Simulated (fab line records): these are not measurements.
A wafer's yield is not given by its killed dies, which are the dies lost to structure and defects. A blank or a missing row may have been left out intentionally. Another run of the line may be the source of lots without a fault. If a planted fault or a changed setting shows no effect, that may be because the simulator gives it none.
What tool caused it? | flow berkeley cmos170 | 45 wafers from 15 lots sampled at 6 of the route's 331 steps

WHAT THE GAUGES READ, wafer by wafer
UCB170_WELLDRIVE_THK_MEAS_02.
lot  | measured    | on            | WELLDRIVE_OXIDE_THK (nm)
L673 | day 3 20:37 | film metro-03 | 195 200 194
L674 | day 4 06:40 | film metro-03 | 204 203 201
L675 | day 4 12:40 | film metro-04 | 197 198 198
L676 | day 4 12:40 | film metro-03 | 195 193 197
L678 | day 4 23:20 | film metro-04 | 192 193 191
L681 | day 5 20:02 | film metro-04 | 196 196 200
L684 | day 6 05:20 | film metro-02 | 199 200 201
L685 | day 6 17:53 | film metro-04 | 198 196 200
L688 | day 7 04:14 | film metro-02 | 204 204 202
L687 | day 7 04:14 | film metro-03 | 201 198 200
L690 | day 8 01:58 | film metro-02 | 202 203 202
L692 | day 8 13:33 | film metro-04 | 200 203 202
L691 | day 8 13:34 | film metro-02 | 203 206 208
L693 | day 9 04:07 | film metro-03 | 194 194 194
L694 | day 9 04:08 | film metro-04 | 194 193 196

UCB170_PFIELD_OVL_MEAS_06.
lot  | measured     | on         | PFIELD_OVL (nm)
L673 | day 4 16:39  | overlay-02 | -4 5 -2
L674 | day 5 00:58  | overlay-01 | 0 5 3
L675 | day 5 13:38  | overlay-02 | -2 -1 -1
L676 | day 5 13:55  | overlay-01 | -14 -9 -1
L678 | day 5 21:25  | overlay-01 | -2 -6 -7
L681 | day 7 05:03  | overlay-01 | 1 3 -1
L684 | day 7 16:32  | overlay-01 | -1 -1 -2
L685 | day 8 04:52  | overlay-02 | -2 -5 4
L688 | day 8 16:20  | overlay-02 | -5 -7 -5
L687 | day 8 16:28  | overlay-01 | 0 -4 1
L690 | day 9 09:04  | overlay-01 | -5 -15 -4
L692 | day 9 20:40  | overlay-02 | 3 -9 -7
L691 | day 9 20:52  | overlay-01 | -8 -8 -1
L693 | day 10 10:27 | overlay-01 | -4 -4 -1
L694 | day 10 10:47 | overlay-01 | 0 1 3

UCB170_PVT_TW_MEAS_09.
lot  | measured     | on            | PVT_TW
L673 | day 6 11:07  | film metro-01 | 503 503 506
L674 | day 7 01:59  | film metro-04 | 508 510 511
L675 | day 7 19:54  | film metro-04 | 509 508 509
L676 | day 7 20:23  | film metro-03 | 502 499 503
L678 | day 7 20:08  | film metro-01 | 506 504 505
L681 | day 9 13:42  | film metro-01 | 30 30 30
L684 | day 10 10:28 | film metro-03 | 29 29 30
L685 | day 10 09:58 | film metro-04 | 30 30 30
L688 | day 10 21:47 | film metro-03 | 500 496 497
L687 | day 10 21:54 | film metro-01 | 505 504 501
L690 | day 11 18:59 | film metro-03 | 503 502 501
L692 | day 12 06:52 | film metro-04 | 510 510 509
L691 | day 12 06:46 | film metro-01 | 504 501 504
L693 | day 12 16:21 | film metro-03 | 502 505 507
L694 | day 12 16:47 | film metro-03 | 502 505 501

UCB170_GATE_THK_MEAS_02.
lot  | measured     | on            | GATE_OXIDE_THK (nm)
L673 | day 6 22:40  | film metro-03 | 6.44 6.40 6.32
L674 | day 7 11:35  | film metro-04 | 6.65 6.66 6.67
L675 | day 8 08:49  | film metro-04 | 6.49 6.56 6.52
L676 | day 8 08:53  | film metro-02 | 6.61 6.56 6.55
L678 | day 8 08:50  | film metro-03 | 6.52 6.67 6.69
L681 | day 9 22:08  | film metro-04 | 6.51 6.66 6.62
L684 | day 10 19:10 | film metro-02 | 6.47 6.50 6.60
L685 | day 10 19:07 | film metro-04 | 6.55 6.60 6.60
L688 | day 11 06:27 | film metro-03 | 6.56 6.57 6.72
L687 | day 11 06:28 | film metro-02 | 6.46 6.37 6.25
L690 | day 12 02:20 | film metro-04 | 6.69 6.75 6.73
L692 | day 12 12:48 | film metro-04 | 6.62 6.62 6.73
L691 | day 12 12:49 | film metro-03 | 6.70 6.77 6.68
L693 | day 13 00:40 | film metro-04 | 6.71 6.71 6.66
L694 | day 13 00:41 | film metro-03 | 6.68 6.62 6.76

WHAT TOOL EACH LOT RAN ON (gives the tool, then ch and the chambers of the sampled wafers, and finally the start)
lot  | UCB170_NVT_STRIP_08                  | UCB170_PVT_STRIP_08
L673 | plasma asher-01 ch 0,1, day 6 09:19  | plasma asher-03 ch 0,1, day 6 11:01
L674 | plasma asher-01 ch 0,1, day 7 00:31  | plasma asher-04 ch 0,1, day 7 01:52
L675 | plasma asher-04 ch 0,1, day 7 18:17  | plasma asher-04 ch 0,1, day 7 19:48
L676 | plasma asher-04 ch 0,1, day 7 18:40  | plasma asher-02 ch 0,1, day 7 20:17
L678 | plasma asher-01 ch 0,1, day 7 18:26  | plasma asher-03 ch 0,1, day 7 20:02
L681 | plasma asher-03 ch 0,1, day 9 11:53  | plasma asher-04 ch 0,1, day 9 13:36
L684 | plasma asher-04 ch 0,1, day 10 05:20 | plasma asher-04 ch 0,1, day 10 10:22
L685 | plasma asher-03 ch 0,1, day 10 05:06 | plasma asher-04 ch 0,1, day 10 09:52
L688 | plasma asher-03 ch 0,1, day 10 18:53 | plasma asher-02 ch 0,1, day 10 21:41
L687 | plasma asher-03 ch 0,1, day 10 19:00 | plasma asher-03 ch 0,1, day 10 21:47
L690 | plasma asher-04 ch 0,1, day 11 17:23 | plasma asher-02 ch 0,1, day 11 18:53
L692 | plasma asher-04 ch 0,1, day 12 03:33 | plasma asher-03 ch 0,1, day 12 06:46
L691 | plasma asher-03 ch 0,1, day 12 03:20 | plasma asher-04 ch 0,1, day 12 06:41
L693 | plasma asher-04 ch 0,1, day 12 12:58 | plasma asher-03 ch 0,1, day 12 16:15
L694 | plasma asher-03 ch 0,1, day 12 13:30 | plasma asher-03 ch 0,1, day 12 16:41
- UCB170_NVT_STRIP_08: strips in O2.
- UCB170_PVT_STRIP_08: strips in O2.

AS READ BY THE TOOLS THEMSELVES (means over the sampled wafers that have a number; for cases with no such wafer, the mark the record gives instead)
UCB170_NVT_STRIP_08.
lot  | tool            | chamber pressure mTorr (mTorr) | drypump motor current A (A) | oes product au (a.u.) | strip time to endpoint s (s)
L673 | plasma asher-01 | 3498                           | 5.6                         | 0.735                 | 21.56
L674 | plasma asher-01 | 3501                           | 5.6                         | 0.738                 | 21.65
L675 | plasma asher-04 | 3501                           | 5.5                         | 0.737                 | 21.57
L676 | plasma asher-04 | 3498                           | 5.4                         | 0.736                 | 21.62
L678 | plasma asher-01 | 3498                           | 5.7                         | 0.730                 | 21.60
L681 | plasma asher-03 | -                              | -                           | -                     | -
L684 | plasma asher-04 | -                              | -                           | -                     | -
L685 | plasma asher-03 | -                              | -                           | -                     | -
L688 | plasma asher-03 | 3502                           | 5.9                         | 0.733                 | 21.57
L687 | plasma asher-03 | 3497                           | 6.1                         | 0.740                 | 21.65
L690 | plasma asher-04 | 3501                           | 5.4                         | 0.734                 | 21.56
L692 | plasma asher-04 | 3498                           | 5.5                         | 0.737                 | 21.64
L691 | plasma asher-03 | 3504                           | 5.9                         | 0.730                 | 21.65
L693 | plasma asher-04 | 3496                           | 5.5                         | 0.731                 | 21.56
L694 | plasma asher-03 | 3500                           | 6.1                         | 0.737                 | 21.64

UCB170_PVT_STRIP_08.
lot  | tool            | chamber pressure mTorr (mTorr) | drypump motor current A (A) | oes product au (a.u.) | strip time to endpoint s (s)
L673 | plasma asher-03 | 3501                           | 5.9                         | 0.737                 | 21.62
L674 | plasma asher-04 | 3502                           | 5.5                         | 0.739                 | 21.63
L675 | plasma asher-04 | 3500                           | 5.4                         | 0.736                 | 21.59
L676 | plasma asher-02 | 3499                           | 5.8                         | 0.736                 | 21.59
L678 | plasma asher-03 | 3502                           | 6.1                         | 0.738                 | 21.63
L681 | plasma asher-04 | 3502                           | 5.5                         | 0.742                 | 47.83
L684 | plasma asher-04 | 3502                           | 5.5                         | 0.742                 | 47.70
L685 | plasma asher-04 | 3500                           | 5.4                         | 0.735                 | 47.87
L688 | plasma asher-02 | 3504                           | 5.8                         | 0.737                 | 21.53
L687 | plasma asher-03 | 3499                           | 6.1                         | 0.735                 | 21.64
L690 | plasma asher-02 | 3501                           | 5.7                         | 0.730                 | 21.65
L692 | plasma asher-03 | 3503                           | 6.2                         | 0.731                 | 21.65
L691 | plasma asher-04 | 3500                           | 5.5                         | 0.732                 | 21.55
L693 | plasma asher-03 | 3499                           | 6.2                         | 0.736                 | 21.59
L694 | plasma asher-03 | 3502                           | 5.9                         | 0.731                 | 21.65

THE ANSWER, worked out from the rows above alone
Rule: the usual values come from the lots themselves. Put in order of their means at a reading, lots are off if they are a third of the lots or fewer, leave a main group of 4 or more, and stand apart from it by a gap of 3 or more times the standard deviation of the main group's means; of several such gaps the widest counts. A main group whose means are all the same, to the digits that the tables above print for the reading, isn't used. A lot without any number at a reading at which 4 lots or more have one is off too. Where the step has rows for the other lots, those lots are counted as sound. Order of review: gauges by route order, followed by the tools' own readings, for which a lot's mean as printed above is used. At the first step where some lot is off, the reading lying furthest off is the one used; lots without a number count as furthest.
Off: at UCB170_PVT_TW_MEAS_09 (PVT_TW), L681, L684, L685. Main group: mean 504, sd 3.4.
If a tool, at a process step before that reading, ran all the lots that are off and no sound lot after the first of them, it fits. Not tried: the gauges at UCB170_PVT_TW_MEAS_09; whatever is off there is also off at UCB170_NVT_STRIP_08, on other tools, and gauge error can't account for it. Not one of the candidates tried fits.

WHAT THE SIMULATOR HAD INSERTED
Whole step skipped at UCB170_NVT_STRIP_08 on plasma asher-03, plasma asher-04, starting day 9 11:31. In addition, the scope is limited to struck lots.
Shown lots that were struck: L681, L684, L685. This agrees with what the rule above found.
